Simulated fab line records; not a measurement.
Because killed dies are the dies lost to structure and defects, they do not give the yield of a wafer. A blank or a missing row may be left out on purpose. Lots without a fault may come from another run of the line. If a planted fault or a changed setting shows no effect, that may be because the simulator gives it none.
Check of tool commonality ; flow berkeley cmos170 ; 14 lots, 42 wafers sampled

## REASON IT WAS OPENED
2 of 14 lots carry a flag on the reading PSD_TW at UCB170_PSD_TW_MEAS_10. Wafers without a fault read 2311, standard deviation 20.
Rule: a lot is flagged in two cases, either no wafer of it has a number, or all its wafers with numbers fall more than 4 standard deviations from that mean. As for the other lots, they are considered sound.

lot;measured;on;PSD_TW, wafer by wafer;flag
L446;day 7 17:17;film metro-03;2342 2342 2327;
L445;day 7 17:25;film metro-04;2283 2275 2284;
L450;day 8 07:43;film metro-01;2321 2296 2306;
L448;day 8 07:50;film metro-04;2288 2283 2277;
L447;day 8 08:01;film metro-01;2314 2307 2314;
L453;day 9 10:02;film metro-04;2288 2301 2296;
L452;day 9 10:19;film metro-01;2308 2309 2319;
L456;day 9 10:51;film metro-03;2350 2351 2340;
L457;day 9 16:25;film metro-04;2300 2306 2290;
L459;day 10 17:15;film metro-03;2335 2331 2340;
L462;day 10 22:44;film metro-03;2331 2315 2341;
L464;day 11 09:04;film metro-01;2757 2766 2752;FLAGGED
L463;day 11 09:07;film metro-03;2325 2335 2324;
L466;day 12 08:37;film metro-03;2784 2771 2772;FLAGGED
The numbers of the flagged lots are 2767 on average: +456 against the usual, or +23 standard deviations.

## TOOL THAT RAN EACH LOT
Before the reading, the record contains 2 process steps out of a 331-step route. Read each cell as the tool, then ch plus the chambers that the sampled wafers visited, then the start.
lot;flag;UCB170_PSD_IMPLANT_08;UCB170_PSD_STRIP_09
L446;;implanter-03 ch 0, day 7 17:04;plasma asher-02 ch 0,1, day 7 17:11
L445;;implanter-03 ch 0, day 7 17:10;plasma asher-03 ch 0,1, day 7 17:19
L450;;implanter-04 ch 0, day 8 07:29;plasma asher-02 ch 1, day 8 07:37
L448;;implanter-01 ch 0, day 8 07:35;plasma asher-04 ch 0,1, day 8 07:44
L447;;implanter-03 ch 0, day 8 07:46;plasma asher-03 ch 0,1, day 8 07:55
L453;;implanter-01 ch 0, day 9 09:49;plasma asher-03 ch 0,1, day 9 09:56
L452;;implanter-03 ch 0, day 9 10:05;plasma asher-02 ch 0, day 9 10:13
L456;;implanter-03 ch 0, day 9 10:36;plasma asher-02 ch 0,1, day 9 10:45
L457;;implanter-01 ch 0, day 9 16:10;plasma asher-02 ch 0,1, day 9 16:19
L459;;implanter-03 ch 0, day 10 17:00;plasma asher-04 ch 0,1, day 10 17:09
L462;;implanter-01 ch 0, day 10 22:30;plasma asher-04 ch 0,1, day 10 22:38
L464;FLAGGED;implanter-03 ch 0, day 11 08:49;plasma asher-04 ch 0,1, day 11 08:58
L463;;implanter-01 ch 0, day 11 08:53;plasma asher-02 ch 0,1, day 11 09:00
L466;FLAGGED;implanter-03 ch 0, day 12 08:23;plasma asher-02 ch 0,1, day 12 08:31
What the steps here do:
- UCB170_PSD_IMPLANT_08
- UCB170_PSD_STRIP_09: strips in O2.
- UCB170_PSD_TW_MEAS_10

## FLAGGED AGAINST TOTAL, ONE TOOL AT A TIME (gauges that did the reading follow at the end)
step;tool;lots run;flagged;share of the flagged lots;sound lots run after its first flagged lot
UCB170_PSD_IMPLANT_08;implanter-01;5;0;none;-
UCB170_PSD_IMPLANT_08;implanter-03;8;2;all;0
UCB170_PSD_IMPLANT_08;implanter-04;1;0;none;-
UCB170_PSD_STRIP_09;plasma asher-02;7;1;some;0
UCB170_PSD_STRIP_09;plasma asher-03;3;0;none;-
UCB170_PSD_STRIP_09;plasma asher-04;4;1;some;0
UCB170_PSD_TW_MEAS_10;film metro-01;4;1;some;0
UCB170_PSD_TW_MEAS_10;film metro-03;6;1;some;0
UCB170_PSD_TW_MEAS_10;film metro-04;4;0;none;-

## WHAT IS ALLOWED BY THE TABLE
Rows of the table that ran each flagged lot: 1, that is implanter-03 at UCB170_PSD_IMPLANT_08.
- implanter-03 at UCB170_PSD_IMPLANT_08 ran 8 lots, 2 of them flagged. It ran its last sound lot, L459, at day 10 17:00 and its first flagged lot, L464, at day 11 08:49: a fault with its onset between the two fits. Its own readings (beam on s, dose ions cm2, faraday current uA) fall more than 4 standard deviations out on all wafers of the flagged lots.
implanter-03 at UCB170_PSD_IMPLANT_08 is the single tool remaining.

## WHAT THE SIMULATOR HAD PUT IN
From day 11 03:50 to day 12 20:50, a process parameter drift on implanter-03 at UCB170_PSD_IMPLANT_08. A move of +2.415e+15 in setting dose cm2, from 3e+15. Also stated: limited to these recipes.
Shown lots that were struck: L464, L466. The rule given above showed the same thing.
